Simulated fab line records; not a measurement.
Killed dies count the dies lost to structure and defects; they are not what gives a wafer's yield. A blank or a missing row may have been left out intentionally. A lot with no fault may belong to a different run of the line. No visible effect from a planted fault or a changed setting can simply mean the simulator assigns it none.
Comparing a struck lot with a sound one ; flow berkeley-cmos170 ; 14 steps out of a route of 331
Sound: these wafers, L804.2, L804.3, L804.5. Struck: wafers L814.3, L814.5 (left out: L814.1, a lot-mate that was not struck); the cause follows at the end.
Per side, at each step with rows, come the tool, then ch with its chambers, and then its first start. Under that, the readings that differ: sound wafers ; struck wafers ; difference of the means ; sigmas: that difference in standard deviations of wafers without a fault.
alike: readings with means less than 2 such deviations apart, plus words and numbers identical on both sides. not compared: withheld readings, readings lacking a value on some wafer, bounds such as >300 that could conceal the same value, and numbers that have no deviation in the record and whose values overlap.
Wherever a step has rows on one side only, a row that says differs or no value, or a row with sigmas, the two part there. Numbers that don't overlap but have no deviation are shown without sigmas and don't part them. A reading missing from all wafers of one side parts the sides only when that side holds two or more wafers.

UCB170_M1_RS_MEAS_01: the measuring method here is four-point-probe.
  struck on film-metro-01, day 10 07:58; sound on film-metro-01, day 8 16:32
  alike: M1_AL_RS
UCB170_M1_THK_MEAS_02: measures by xrf.
  struck on film-metro-01, day 10 08:05; sound on film-metro-01, day 8 16:39
  alike: M1_AL_THK
then, 6 steps without rows for these wafers: UCB170_M1_COAT_03; UCB170_M1_COAT_04 (resist thk 900 nm); UCB170_M1_SOFTBAKE_05 (time 60 s); UCB170_M1_EXPOSE_06 (exposes mask METAL1, target cd 700 nm); UCB170_M1_PEB_07; UCB170_M1_DEVELOP_08 (develop time 45 s).
UCB170_M1_CD_MEAS_09 targets a cd of 700 nm.
  struck on cd-sem-01, day 10 09:49; sound on cd-sem-02, day 8 19:22
  alike: cd-nm
UCB170_M1_OVL_MEAS_10:
  struck on overlay-02, day 10 09:56; sound on overlay-02, day 8 19:28
  alike: M1_OVL
UCB170_M1_ETCH_11: etches BARC in N2/H2.
  sound on rie-diel-03 ch 0,1,3, day 8 19:30; struck on rie-diel-02 ch 1,3, day 10 09:58
  alike: drypump-motor-current-A, h2-flow-sccm, oes-product-au, throttle-valve-pct
UCB170_M1_METAL_ETCH_12: etches Al in Cl2/BCl3, stops on PSG, target depth 780 nm, time 130 s.
  sound on rie-metal-03 ch 0,1, day 8 19:33; struck on rie-metal-01 ch 0, day 10 10:01
reading;sound;struck;difference;sigmas
oes-product-au (a.u.);0.859 0.857 0.867;0.831 0.834;-0.028;-2
  alike: drypump-motor-current-A, throttle-valve-pct
  not compared: rf-hours-counter-h
UCB170_M1_STRIP_13: strips in O2.
  sound on plasma-asher-03 ch 0, day 8 19:41; struck on plasma-asher-03 ch 0, day 10 10:17
reading;sound;struck;difference;sigmas
oes-product-au (a.u.);0.720 0.719 0.719;0.638 0.634;-0.083;-19
overash-fraction;0.5 0.5 0.5;0.8 0.8;+0.3;
  alike: drypump-motor-current-A
  not compared: rf-hours-counter-h
UCB170_M1_CD_MEAS_90 targets a cd of 700 nm.
  struck on cd-sem-01, day 10 10:23; sound on cd-sem-01, day 8 19:48
reading;sound;struck;difference;sigmas
cd-nm (nm);704.2 703.3 699.8;695.6 698.2;-5.5;-2

WHERE THEY PART
Earliest at UCB170_M1_METAL_ETCH_12; latest, in this record, at UCB170_M1_CD_MEAS_90.

WHY: whatever the simulator had introduced
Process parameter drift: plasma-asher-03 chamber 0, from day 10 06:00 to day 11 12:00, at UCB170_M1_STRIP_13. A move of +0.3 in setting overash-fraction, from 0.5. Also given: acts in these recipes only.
